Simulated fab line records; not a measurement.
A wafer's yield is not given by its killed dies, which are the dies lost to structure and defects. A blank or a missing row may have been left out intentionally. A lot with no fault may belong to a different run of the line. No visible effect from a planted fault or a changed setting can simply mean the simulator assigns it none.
A struck lot beside a sound one    flow berkeley_cmos170    23 steps out of a route of 331
Sound: the wafers L201.1, L201.2, L201.6. The struck wafers were L193.1, L193.3, L193.6. The cause comes at the end.
For every step that has rows: the tool of each side, followed by ch and its chambers, followed by its first start. Under that, the readings that differ: sound wafers    struck wafers    difference of the means    sigmas: that difference in standard deviations of wafers without a fault.
alike: readings with means less than 2 such deviations apart, plus words and numbers identical on both sides. not compared: withheld readings, readings lacking a value on some wafer, bounds such as >300 that could conceal the same value, and numbers that have no deviation in the record and whose values overlap.
The two part at a step that has a row with sigmas, a row that says differs or no value, or rows on one side only. When numbers do not overlap yet have no deviation, they are printed without sigmas and do not part them. A reading missing from all wafers of one side parts the sides only when that side holds two or more wafers.

UCB170_NLDD_CD_MEAS_06 targets a cd of 1200 nm.
  sound on cd_sem-01, day 10 18:22; struck on cd_sem-02, day 8 20:38
  alike: cd_nm
UCB170_NLDD_OVL_MEAS_07:
  sound on overlay-01, day 10 18:29; struck on overlay-01, day 8 20:46
  alike: NLDD_OVL
then, 2 steps without rows for these wafers: UCB170_NLDD_IMPLANT_08; UCB170_NLDD_IMPLANT_09.
UCB170_NLDD_STRIP_10: strips in O2.
  sound on plasma_asher-04 ch 0,1, day 10 18:49; struck on plasma_asher-01 ch 0,1, day 8 21:06
reading                      sound        struck       difference  sigmas
drypump_motor_current_A (A)  6.7 6.0 6.7  5.5 4.8 4.8  -1.4        -2
  alike: oes_product_au, strip_time_to_endpoint_s
  not compared: rf_hours_counter_h
UCB170_NLDD_TW_MEAS_11:
  sound on film_metro-01, day 10 18:55; struck on film_metro-01, day 8 21:12
  alike: NLDD_TW
then, 1 step without rows for these wafers: UCB170_NLDD_CLEAN_12 (cleans in SPM, time 600 s).
UCB170_SPACER_CVD_00: deposits SiO2 from TEOS/O2, target thk 376 nm, time 47 s.
  sound on pecvd-04 ch 1,2, day 10 19:09; struck on pecvd-04 ch 0,2, day 8 21:46
  alike: heater_power_w
UCB170_SPACER_THK_MEAS_01:
  sound on film_metro-02, day 10 19:12; struck on film_metro-04, day 8 21:49
  alike: SPACER_TEOS_THK
then, 1 step without rows for these wafers: UCB170_SPACER_ANNEAL_02 (time 1800 s).
UCB170_SPACER_ETCHBACK_03: etches SiO2 in CHF3/CF4/Ar, stops on Si, target depth 376 nm, time 100 s.
  sound on rie_diel-03 ch 2,3, day 11 01:23; struck on rie_diel-04 ch 0,1,3, day 9 02:04
  alike: drypump_motor_current_A, oes_product_au, throttle_valve_pct
  not compared: rf_hours_counter_h
then, 1 step without rows for these wafers: UCB170_PSD_HMDS_00 (prime time 60 s).
UCB170_PSD_COAT_01: resist thk 900 nm.
  sound on litho_track-02 ch 0, day 11 01:47; struck on litho_track-01 ch 0, day 9 02:29
reading                               sound              struck           difference  sigmas
model.KrF_of_PSD_COAT_01.thk_nm (nm)  902.7 905.3 902.1  843.6 843.7 846  -58.9       
  alike: chill_plate_temp_C
then, 3 steps without rows for these wafers: UCB170_PSD_SOFTBAKE_02 (time 60 s); UCB170_PSD_EXPOSE_03 (exposes mask PSELECT MOD, target cd 1200 nm); UCB170_PSD_PEB_04.
UCB170_PSD_DEVELOP_05: develop time 45 s.
  sound on litho_track-03 ch 0; struck on litho_track-03 ch 0
reading                               sound              struck             difference  sigmas
model.KrF_of_PSD_COAT_01.thk_nm (nm)  888.4 891.1 887.9  829.4 829.5 831.8  -58.9       
  alike: chill_plate_temp_C
UCB170_PSD_CD_MEAS_06 targets a cd of 1200 nm.
  sound on cd_sem-02, day 11 03:05; struck on cd_sem-01, day 9 03:11
reading     sound                 struck                difference  sigmas
cd_nm (nm)  1199.2 1198.5 1197.6  1203.4 1204.1 1203.9  +5.4        +4
UCB170_PSD_OVL_MEAS_07:
  sound on overlay-01, day 11 03:13; struck on overlay-01, day 9 03:18
  alike: PSD_OVL
following that, these wafers have no rows for 1 step: UCB170_PSD_IMPLANT_08.
UCB170_PSD_STRIP_09: strips in O2.
  sound on plasma_asher-04 ch 0,1, day 11 03:23; struck on plasma_asher-02 ch 0,1, day 9 03:29
reading                       sound              struck             difference  sigmas
strip_time_to_endpoint_s (s)  29.49 29.57 29.49  28.10 28.06 28.15  -1.41       -20
  alike: drypump_motor_current_A, oes_product_au
  not compared: rf_hours_counter_h
UCB170_PSD_TW_MEAS_10:
  sound on film_metro-04, day 11 03:29; struck on film_metro-03, day 9 03:35
  alike: PSD_TW
UCB170_M3_PROBE_99:
  the record has rows for the struck wafers here (prober-02, day 10 04:49) and none for the sound ones

WHERE THEY PART
Earliest at UCB170_NLDD_STRIP_10; latest, in this record, at UCB170_M3_PROBE_99.

WHY: what had been put in by the simulator
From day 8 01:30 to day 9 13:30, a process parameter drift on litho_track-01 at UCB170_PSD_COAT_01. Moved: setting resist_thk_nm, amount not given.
